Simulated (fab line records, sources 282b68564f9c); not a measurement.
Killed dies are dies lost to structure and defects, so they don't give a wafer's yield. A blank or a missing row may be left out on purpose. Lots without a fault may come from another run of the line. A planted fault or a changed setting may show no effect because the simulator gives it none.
fab line records | flow rit_cmos
record lots=5 wafers=15 last_day=7
route steps=202 shown CONTACT@172 M1@184
lots that met no fault: from a run of the same line without faults
start_h: hours from the record's first day to the start of the lot's first wafer shown | wait_h: hours since the lot's step before | " the same as in the row above | L1.1+2: a row that stands for several wafers | - no value, or no start given | * or withheld: withheld | < > ~ a bound
route shown NAME@n: a module of which the file shows steps, and the number in the route of the first | usual: mean/standard deviation of fault-free wafers | same: alike in all rows | chamber/n: place in a boat | sites: the reading at each site | _std_site: their standard deviation | _edge_site: outer sites' mean less inner sites' | radius_mm: how far each site lies from the wafer's centre | mask NAME#n: copy n | behind: the tool/chamber that last shaped the wafer | hold: why the lot was held/for how many hours/how that ended | device: the transistor (n, p or np) that didn't switch | end of line: the same wafers' tests at the end of the route | a step without rows: its recipe alone | killed: dies lost to structure and defects at the first sort, not the wafer's yield | map: a wafer's dies, x killed, . not, _ none there
set.NAME: the setting as run; set.NAME@STEP: as run at that earlier step | model.NAME: the simulator's own value behind a step, which no gauge read
lots at some steps of the route; a table a step, a row a wafer
services: from which hour (start_h, from the record's first day; less than 0 if before it) a tool's chamber was out of use, for how many hours, and why
## steps
# step RIT_CONTACT_SOFTBAKE_04
# recipe resist=NOVOLAK temp_c=90 time_s=60
# step RIT_CONTACT_EXPOSE_05
# recipe mask_id=M11 na=0.6 source_shape=conventional sigma_outer=0.5 target_cd_nm=1000 dose_mj=250
# step RIT_CONTACT_PEB_06
# recipe resist=NOVOLAK temp_c=withheld time_s=withheld
# step RIT_CONTACT_DEVELOP_07
# recipe resist=NOVOLAK develop_time_s=123.9 dev_temp_c=23
# step RIT_CONTACT_CD_MEAS_08
# recipe target_cd_nm=1000
# usual cd_nm=999.4/2.1
# columns lot.wafer tool chamber start_h wait_h cd_nm
L497.2 cd_sem-01 - 67.43 - 999.6
L497.4 " - " " 1001.2
L497.5 " - " " 1000.8
L498.1 cd_sem-01 - 73.05 - 1001.1
L498.3 " - " " 999.3
L498.4 " - " " 998.1
L509.3 cd_sem-01 - 129.90 - 1002.6
L509.4 " - " " 1002.5
L509.6 " - " " 1003.8
L515.1 cd_sem-01 - 160.23 - 997.3
L515.3 " - " " 998.2
L515.4 " - " " 998.7
L517.1 cd_sem-01 - 169.15 - 998.6
L517.5 " - " " 997.3
L517.6 " - " " 997.5
# step RIT_CONTACT_OVL_MEAS_09
# usual CONTACT_OVL=1.5/1.8
# columns lot.wafer tool chamber start_h wait_h CONTACT_OVL[nm]
L497.2 overlay-01 - 67.54 0.1 2.0
L497.4 " - " " 3.6
L497.5 " - " " 2.1
L498.1 overlay-02 - 73.17 0.1 3.0
L498.3 " - " " 2.1
L498.4 " - " " 1.9
L509.3 overlay-01 - 129.99 0.1 1.2
L509.4 " - " " 1.7
L509.6 " - " " 3.3
L515.1 overlay-02 - 160.35 0.1 4.8
L515.3 " - " " 5.2
L515.4 " - " " 4.1
L517.1 overlay-01 - 169.27 0.1 -0.3
L517.5 " - " " -2.7
L517.6 " - " " -1.8
# step RIT_CONTACT_HARDBAKE_10
# recipe resist=NOVOLAK temp_c=140 time_s=60
# step RIT_CONTACT_ETCH_11
# recipe target_depth_a=4800 over_etch_frac=0.2 stop_on=TiSi2 chemistry=CHF3/CF4/Ar target=SiO2 CHF3_flow_sccm=50 cf4_flow_sccm=10 Ar_flow_sccm=100 O2_flow_sccm=5 pressure_mtorr=100 rf_w=200 time_s=320
# usual CHF3_flow_sccm=50.01/0.16 drypump_motor_current_A=5.7/0.4 oes_product_au=0.990/0.0099 throttle_valve_pct=8.86/0.11
# columns lot.wafer tool chamber start_h wait_h CHF3_flow_sccm drypump_motor_current_A oes_product_au rf_hours_counter_h throttle_valve_pct
L497.2 rie_diel-01 3 67.72 0.1 50.39 5.7 1.003 2 9.04
L497.4 " 1 " " 49.88 5.0 0.974 21 8.69
L497.5 " 0 " " 50.16 5.6 0.992 - 8.89
L498.1 rie_diel-01 0 73.35 0.1 50.04 5.6 0.990 45 8.89
L498.3 " 1 " " 50.04 5.0 0.983 21 8.69
L498.4 " 2 " " 50.11 5.0 0.979 114 8.93
L509.3 rie_diel-03 0 130.17 0.1 49.82 6.0 0.983 0 8.77
L509.4 " 2 " " 50.21 5.5 1.004 70 8.78
L509.6 " 1 " " 50.04 6.2 0.988 - 8.83
L515.1 rie_diel-01 3 160.54 0.1 49.87 5.7 1.002 4 9.03
L515.3 " 1 " " 50.01 5.0 0.986 23 8.69
L515.4 " 3 " " 49.88 5.7 1.007 - 9.03
L517.1 rie_diel-01 0 169.46 0.1 49.92 5.6 0.988 47 8.88
L517.5 " 1 " " 50.27 5.0 0.980 - 8.70
L517.6 " 2 " " 49.67 5.0 0.989 - 8.95
# step RIT_CONTACT_STRIP_12
# recipe chemistry=O2 time_s=180 resist=NOVOLAK platen_temp_c=withheld power_w=500 pressure_mtorr=4000 o2_flow_sccm=4000
# usual drypump_motor_current_A=5.49/0.26
# columns lot.wafer tool chamber start_h wait_h drypump_motor_current_A rf_hours_counter_h
L497.2 plasma_asher-04 1 67.91 0.1 5.28 27
L497.4 " 1 " " 5.28 -
L497.5 " 1 " " 5.29 -
L498.1 plasma_asher-03 0 73.55 0.1 5.95 43
L498.3 " 1 " " 5.38 -
L498.4 " 0 " " 5.92 -
L509.3 plasma_asher-01 0 130.42 0.2 5.37 -
L509.4 " 1 " " 5.27 -
L509.6 " 0 " " 5.37 -
L515.1 plasma_asher-03 1 160.74 0.1 5.43 52
L515.3 " 0 " " 5.96 -
L515.4 " 1 " " 5.40 -
L517.1 plasma_asher-03 0 169.65 0.1 5.99 53
L517.5 " 0 " " 5.98 -
L517.6 " 1 " " 5.37 -
# step RIT_CONTACT_CD_MEAS_90
# recipe target_cd_nm=1000
# usual cd_nm=999.4/2.1
# columns lot.wafer tool chamber start_h wait_h cd_nm
L497.2 cd_sem-02 - 68.11 0.1 999.5
L497.4 " - " " 1001.3
L497.5 " - " " 1000.5
L498.1 cd_sem-02 - 73.72 0.1 1000.8
L498.3 " - " " 999.2
L498.4 " - " " 997.8
L509.3 cd_sem-01 - 130.58 0.1 1003.0
L509.4 " - " " 1002.8
L509.6 " - " " 1003.9
L515.1 cd_sem-01 - 160.91 0.1 997.7
L515.3 " - " " 998.1
L515.4 " - " " 998.9
L517.1 cd_sem-02 - 169.83 0.1 998.5
L517.5 " - " " 997.7
L517.6 " - " " 997.4
# step RIT_CONTACT_CLEAN_13
# recipe chemistry=SC1 mix=3:3:50 time_s=600 temp_c=75
# step RIT_CONTACT_CLEAN_14
# recipe chemistry=SC2 mix=3:3:50 time_s=600 temp_c=75 dry=n2_spin
# step RIT_M1_SPUTTER_00
# recipe material=Al target_thk_nm=400 power_w=2000 chamber_pressure_pa=0.4 gas=Ar time_s=500 substrate_temp_c=25
# usual throttle_valve_pct=29.7/0.69
# columns lot.wafer tool chamber start_h wait_h throttle_valve_pct model.Al_of_M1_SPUTTER_00.thk_nm
L497.2 pvd_sputter-04 - 68.57 0.0 29.2 400.7
L497.4 " - " " 29.1 400.2
L497.5 " - " " 29.6 402.8
L498.1 pvd_sputter-04 - 74.21 0.0 29.7 409.2
L498.3 " - " " 29.5 410.9
L498.4 " - " " 29.3 406.5
L509.3 pvd_sputter-04 - 131.01 0.0 29.4 398
L509.4 " - " " 29.2 477.9
L509.6 " - " " 29.4 475.6
L515.1 pvd_sputter-01 - 161.41 0.0 28.7 403.2
L515.3 " - " " 30.7 399.6
L515.4 " - " " 28.7 400.8
L517.1 pvd_sputter-03 - 170.30 0.0 28.8 402.4
L517.5 " - " " 30.8 400.8
L517.6 " - " " 30.6 403.9
# step RIT_M1_RS_MEAS_01
# recipe thk_meas_gauge=four-point-probe reads=Al_of_M1_SPUTTER_00
# usual M1_AL_RS=0.0734/0.00075
# columns lot.wafer tool chamber start_h wait_h hold M1_AL_RS[ohm/sq]
L497.2 film_metro-02 - 68.89 0.2 - 0.0733
L497.4 " - " " - 0.0734
L497.5 " - " " - 0.0730
L498.1 film_metro-01 - 74.50 0.1 - 0.0716
L498.3 " - " " - 0.0715
L498.4 " - " " - 0.0724
L509.3 film_metro-02 - 131.34 0.2 await_dispo/0.2h/release 0.0738
L509.4 " - " " await_dispo/0.2h/release 0.0613
L509.6 " - " " await_dispo/0.2h/release 0.0617
L509.3 film_metro-02 - 131.63 0.3 - 0.0739
L509.4 " - " " - 0.0614
L509.6 " - " " - 0.0617
L515.1 film_metro-02 - 161.71 0.1 - 0.0728
L515.3 " - " " - 0.0736
L515.4 " - " " - 0.0735
L517.1 film_metro-02 - 170.59 0.1 - 0.0731
L517.5 " - " " - 0.0734
L517.6 " - " " - 0.0728
# step RIT_M1_THK_MEAS_02
# recipe thk_meas_gauge=xrf reads=Al_of_M1_SPUTTER_00
# usual M1_AL_THK=397/4.9
# columns lot.wafer tool chamber start_h wait_h hold M1_AL_THK[nm]
L497.2 film_metro-02 - 69.00 0.1 - 397
L497.4 " - " " - 397
L497.5 " - " " - 398
L498.1 film_metro-01 - 74.62 0.1 - 408
L498.3 " - " " - 409
L498.4 " - " " - 401
L509.3 film_metro-02 - 136.00 4.4 await_dispo/0.2h/release 399
L509.4 " - " " await_dispo/0.2h/release 476
L509.6 " - " " await_dispo/0.2h/release 472
L509.3 film_metro-02 - 136.23 0.2 - 398
L509.4 " - " " - 478
L509.6 " - " " - 472
L515.1 film_metro-02 - 161.83 0.1 - 404
L515.3 " - " " - 398
L515.4 " - " " - 400
L517.1 film_metro-02 - 170.71 0.1 - 405
L517.5 " - " " - 404
L517.6 " - " " - 407
# step RIT_M1_COAT_04
# recipe resist=NOVOLAK spin_rpm=2000 resist_thk_nm=1300
# step RIT_M1_SOFTBAKE_05
# recipe resist=NOVOLAK temp_c=90 time_s=60
# step RIT_M1_EXPOSE_06
# recipe mask_id=M12 na=0.6 source_shape=conventional sigma_outer=0.5 target_cd_nm=2600 dose_mj=250
# step RIT_M1_PEB_07
# recipe resist=NOVOLAK temp_c=withheld time_s=withheld
# step RIT_M1_DEVELOP_08
# recipe resist=NOVOLAK develop_time_s=68 dev_temp_c=22.36
# step RIT_M1_CD_MEAS_09
# recipe target_cd_nm=2600
# usual cd_nm=2600.8/1.8
# columns lot.wafer tool chamber start_h wait_h cd_nm
L497.2 cd_sem-01 - 70.08 - 2598.2
L497.4 " - " " 2601.7
L497.5 " - " " 2599.4
L498.1 cd_sem-02 - 75.63 - 2604.1
L498.3 " - " " 2602.8
L498.4 " - " " 2602.1
L509.3 cd_sem-02 - 141.21 - 2598.7
L509.4 " - " " 2600.0
L509.6 " - " " 2598.2
L515.1 cd_sem-01 - 163.02 - 2601.9
L515.3 " - " " 2601.3
L515.4 " - " " 2600.8
L517.1 cd_sem-02 - 171.65 - 2603.3
L517.5 " - " " 2604.7
L517.6 " - " " 2601.6
# step RIT_M1_OVL_MEAS_10
# usual M1_OVL=0.5/1.5
# columns lot.wafer tool chamber start_h wait_h M1_OVL[nm]
L497.2 overlay-01 - 70.18 0.1 -0.3
L497.4 " - " " -0.4
L497.5 " - " " -1.7
L498.1 overlay-01 - 75.75 0.1 0.5
L498.3 " - " " -1.1
L498.4 " - " " 1.0
L509.3 overlay-01 - 141.30 0.1 2.4
L509.4 " - " " 0.4
L509.6 " - " " 2.6
L515.1 overlay-02 - 163.14 0.1 -0.6
L515.3 " - " " -1.2
L515.4 " - " " 0.2
L517.1 overlay-02 - 171.77 0.1 2.6
L517.5 " - " " 1.6
L517.6 " - " " 3.3
# step RIT_M1_HARDBAKE_11
# recipe resist=NOVOLAK temp_c=140 time_s=120
# step RIT_M1_METAL_ETCH_12
# recipe stop_on=SiO2 chemistry=Cl2/BCl3 target=Al time_s=165 over_etch_frac=0.5411 pressure_mtorr=100 target_depth_a=6000 rf_w=250 Cl2_flow_sccm=60 bcl3_flow_sccm=50
# usual drypump_motor_current_A=5.9/0.58 oes_product_au=0.760/0.012 throttle_valve_pct=8.25/0.075
# columns lot.wafer tool chamber start_h wait_h drypump_motor_current_A oes_product_au rf_hours_counter_h throttle_valve_pct
L497.2 rie_metal-04 0 70.46 0.2 6.5 0.744 2 8.33
L497.4 " 0 " " 6.5 0.747 - 8.33
L497.5 " 1 " " 5.4 0.766 - 8.29
L498.1 rie_metal-02 0 76.03 0.2 5.8 0.776 1 8.27
L498.3 " 1 " " 6.4 0.768 - 8.12
L498.4 " 0 " " 5.8 0.770 - 8.28
L509.3 rie_metal-04 0 141.63 0.2 6.5 0.742 - 8.35
L509.4 " 1 " " 5.4 0.844 - 8.28
L509.6 " 0 " " 6.5 0.825 - 8.31
L515.1 rie_metal-02 0 163.43 0.2 5.9 0.772 2 8.27
L515.3 " 0 " " 5.9 0.769 - 8.27
L515.4 " 1 " " 6.4 0.751 - 8.12
L517.1 rie_metal-03 1 172.06 0.2 4.9 0.776 0 8.29
L517.5 " 0 " " 6.4 0.765 - 8.15
L517.6 " 1 " " 4.9 0.781 - 8.29
# step RIT_M1_STRIP_13
# recipe chemistry=nmp resist=NOVOLAK temp_c=80 time_s=600 dry=n2_spin
# step RIT_M1_PROBE_99
# usual defect_limited_yield=97.3/1.2 killed_at_M0_to_M3=0.0/0.16 killed_at_contacts=0.1/0.25 killed_at_front_end=7/3.1 killed_dies=7/3.1 killed_open=3.6/2 killed_short=3.5/2 sort_bin_3_pad_short=0.2/0.25 sort_bin_5_function=1.5/0.87 sort_bin_6_memory=1.0/0.71 sort_n_pass=257/3.1 sort_yield_pct=97.3/1.2
# same gross_dies=264 killed_at_M4_up=0 killed_at_back_side=0 killed_at_other=0
# columns lot.wafer tool chamber start_h wait_h hold defect_limited_yield[%] killed_at_M0_to_M3 killed_at_contacts killed_at_front_end killed_dies killed_open killed_short sort_bin_3_pad_short[%] sort_bin_5_function[%] sort_bin_6_memory[%] sort_n_pass sort_yield_pct[%]
L497.2 prober-01 - 73.49 0.1 - 98.1 1 0 4 5 1 4 0.8 1.1 0 259 98.1
L497.4 prober-01 - 73.59 0.2 - 97.3 0 0 7 7 4 3 0 0.8 1.9 257 97.3
L497.5 prober-01 - 73.64 0.2 - 95.8 0 0 11 11 5 6 0 1.9 2.3 253 95.8
L498.1 prober-02 - 78.30 0.1 - 97.0 0 0 8 8 5 3 0 1.9 1.1 256 97.0
L498.3 prober-02 - 78.40 0.2 - 95.5 0 0 12 12 4 8 0 4.2 0.4 252 95.5
L498.4 prober-02 - 78.45 0.2 - 94.7 0 0 14 14 7 7 0 2.7 2.7 250 94.7
L509.3 prober-01 - 145.14 1.1 await_dispo/0.9h/release 98.1 0 0 5 5 2 3 0.4 1.5 0 259 98.1
L509.4 prober-01 - 145.19 1.1 await_dispo/0.9h/release 99.6 0 0 1 1 0 1 0 0.4 0 263 99.6
L509.6 prober-01 - 145.29 1.2 await_dispo/0.9h/release 98.5 0 0 4 4 3 1 0 1.5 0 260 98.5
L515.1 prober-01 - 165.70 0.1 - 95.1 0 0 13 13 5 8 0.4 1.5 3.0 251 95.1
L515.3 prober-01 - 165.80 0.2 - 96.2 0 0 10 10 7 3 0.4 1.9 1.5 254 96.2
L515.4 prober-01 - 165.85 0.2 - 97.3 0 0 7 7 0 7 0.8 1.1 0.8 257 97.3
L517.1 prober-01 - 174.33 0.1 - 98.1 0 0 5 5 3 2 0.4 1.1 0.4 259 98.1
L517.5 prober-01 - 174.53 0.2 - 98.5 0 0 4 4 1 3 0 1.1 0.4 260 98.5
L517.6 prober-01 - 174.58 0.2 - 95.1 0 1 12 13 9 4 0 3.0 1.9 251 95.1
# killed by level:class
L497.2 SPACER:geometric_particle:short=2 REOX:geometric_particle:short=1 SILICIDE:geometric_particle:short=1 M1:geometric_particle:open=1
L497.4 GATE:geometric_particle:open=2 FOX1:geometric_particle:short=1 REOX:geometric_particle:short=1 SPACER:geometric_particle:open=1 SILICIDE:geometric_particle:open=1 SILICIDE:geometric_particle:short=1
L497.5 GATE:geometric_particle:open=2 REOX:geometric_particle:short=2 SPACER:geometric_particle:short=2 FOX1:geometric_particle:open=1 GATE:geometric_particle:short=1 REOX:geometric_particle:open=1 SPACER:geometric_particle:open=1 SILICIDE:geometric_particle:short=1
L498.1 SILICIDE:geometric_particle:open=3 GATE:geometric_particle:short=2 SPACER:geometric_particle:open=2 SPACER:geometric_particle:short=1
L498.3 SILICIDE:geometric_particle:short=4 SILICIDE:geometric_particle:open=3 SPACER:geometric_particle:short=2 GATE:geometric_particle:open=1 GATE:geometric_particle:short=1 REOX:geometric_particle:short=1
L498.4 GATE:geometric_particle:open=4 SILICIDE:geometric_particle:short=4 GATE:geometric_particle:short=3 FOX1:geometric_particle:open=1 REOX:geometric_particle:open=1 SILICIDE:geometric_particle:open=1
L509.3 GATE:geometric_particle:open=2 REOX:geometric_particle:short=2 SPACER:geometric_particle:short=1
L509.4 GATE:geometric_particle:short=1
L509.6 GATE:geometric_particle:open=3 SILICIDE:geometric_particle:short=1
L515.1 GATE:geometric_particle:open=4 FOX2:geometric_particle:short=3 FOX1:geometric_particle:short=1 GATE:geometric_particle:short=1 REOX:geometric_particle:short=1 SPACER:geometric_particle:open=1 SPACER:geometric_particle:short=1 SILICIDE:geometric_particle:short=1
L515.3 FOX2:geometric_particle:open=3 GATE:geometric_particle:open=2 SPACER:geometric_particle:short=2 SILICIDE:geometric_particle:open=2 GATE:geometric_particle:short=1
L515.4 SILICIDE:geometric_particle:short=4 FOX1:geometric_particle:short=1 REOX:geometric_particle:short=1 SPACER:geometric_particle:short=1
L517.1 FOX1:geometric_particle:short=2 GATE:geometric_particle:open=1 SPACER:geometric_particle:open=1 SILICIDE:geometric_particle:open=1
L517.5 GATE:geometric_particle:short=3 SPACER:geometric_particle:open=1
L517.6 GATE:geometric_particle:open=6 FOX1:geometric_particle:open=1 FOX2:geometric_particle:open=1 FOX2:geometric_particle:short=1 GATE:geometric_particle:short=1 SPACER:geometric_particle:short=1 SILICIDE:geometric_particle:short=1 CONTACT:geometric_particle:open=1
# map L509.3 (x killed, . not)
________......._______
_____.............____
____...............___
___.................__
__..................._
__.......x..........._
_.....................
_...xx................
_...............x.....
_.....................
__..........x........_
__..................._
___.................__
____...............___
_____.............____
________......._______
# map L498.4 (x killed, . not)
________....x.._______
_____.........x...____
____.........x.....___
___.....x....xx.....__
__..................._
__..................._
_....x................
_.....................
_..................xx.
_.....................
__...........x......._
__x.................._
___........x........__
____.......x.......___
_____.....x.......____
________......._______
## services
# columns tool chamber start_h hours kind
plasma_asher-04 - 59.66 0.8 repair
rie_diel-01 1 74.32 3.9 repair
plasma_asher-01 - 77.77 2.8 pm
rie_diel-03 0 93.90 - clean
rie_diel-03 0 93.90 16.7 scheduled_down
rie_diel-03 0 93.90 16.7 vent_cycle
plasma_asher-01 - 108.75 9.0 pm
plasma_asher-01 0 108.75 9.0 vent_cycle
plasma_asher-01 1 108.75 9.0 vent_cycle
rie_diel-01 - 115.18 2.8 pm
pvd_sputter-01 - 117.17 1.0 repair
plasma_asher-01 0 117.75 - clean
plasma_asher-01 1 117.75 - clean
pvd_sputter-04 - 132.09 2.6 repair
rie_metal-03 - 136.12 20.0 pm
rie_metal-03 0 136.12 20.0 vent_cycle
rie_metal-03 1 136.12 20.0 vent_cycle
pvd_sputter-04 - 138.21 1.1 repair
plasma_asher-03 - 142.47 3.9 repair
pvd_sputter-03 - 145.05 0.9 repair
rie_metal-03 0 156.12 - clean
rie_metal-03 1 156.12 - clean
rie_diel-01 2 156.34 7.4 repair
## key
first_sign step=RIT_M1_RS_MEAS_01 reading=visit direction=added
effect step=RIT_M1_RS_MEAS_01 reading=M1_AL_RS direction=down sigmas=16 usual=0.0734 struck=0.0615
effect step=RIT_M1_THK_MEAS_02 reading=visit direction=added
effect step=RIT_M1_THK_MEAS_02 reading=M1_AL_THK direction=up sigmas=16 usual=397 struck=474
effect step=RIT_M1_METAL_ETCH_12 reading=oes_product_au direction=up sigmas=6.1 usual=0.760 struck=0.835
model_effect step=RIT_M1_SPUTTER_00 value=Al_of_M1_SPUTTER_00.thk_nm without=396 struck=476.8
met_at RIT_M1_SPUTTER_00
struck_wafers L509.4,L509.6
onset_between 74.21 131.01
fault kind=process_parameter_drift tool=pvd_sputter-04 chamber=- onset_h=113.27 steps=RIT_M1_SPUTTER_00 channel=target_thk_nm offset=80.777 shape=step end_h=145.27 stated=400 scope=struck_wafers_only
